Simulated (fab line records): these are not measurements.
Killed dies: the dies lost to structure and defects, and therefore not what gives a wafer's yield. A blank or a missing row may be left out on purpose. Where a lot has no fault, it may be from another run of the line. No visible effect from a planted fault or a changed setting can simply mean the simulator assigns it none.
Matching of chambers :: flow berkeleyCmos170 :: UCB170_M2_ETCH_17 on rieDiel-03 has 4 sister chambers
The step etches BARC in N2/H2. 4 wafers are shown with their chamber, then 7 later ones without.

## WAFERS WITH THEIR CHAMBER
wafer: L524.1
chamber: 2
throttleValvePct (%): 13.22

wafer: L527.1
chamber: 0
throttleValvePct (%): 13.01

wafer: L526.2
chamber: 3
throttleValvePct (%): 13.33

wafer: L526.4
chamber: 1
throttleValvePct (%): 13.49

## WAFERS WITHOUT THEIR CHAMBER
wafer: L526.5
throttleValvePct (%): 13.02

wafer: L538.1
throttleValvePct (%): 13.03

wafer: L538.4
throttleValvePct (%): 13.34

wafer: L538.5
throttleValvePct (%): 13.02

wafer: L539.2
throttleValvePct (%): 13.47

wafer: L539.3
throttleValvePct (%): 13.01

wafer: L539.4
throttleValvePct (%): 13.32

## WHICH CHAMBER EACH ONE RAN IN
wafer: L526.5
from the rows above: 0
in truth: 0

wafer: L538.1
from the rows above: 0
in truth: 0

wafer: L538.4
from the rows above: 3
in truth: 3

wafer: L538.5
from the rows above: 0
in truth: 0

wafer: L539.2
from the rows above: 1
in truth: 1

wafer: L539.3
from the rows above: 0
in truth: 0

wafer: L539.4
from the rows above: 3
in truth: 3
Correctly placed: 7 of 7. Can't be placed from these rows: 0. Number placed wrongly: 0.
How it was worked out, from the rows above alone: a wafer's distance from a chamber is the root of the sum, over the readings, of the square of ((its reading less the chamber's mean) divided by the reading's scatter). The wafer belongs to the nearest chamber; if the next one is less than 2 further off, it can't be placed. Each chamber's mean is taken over the wafers shown for it. The scatter: with one shown wafer a chamber, the root of the mean of the squares of how far each hidden wafer lies from its nearest shown one.
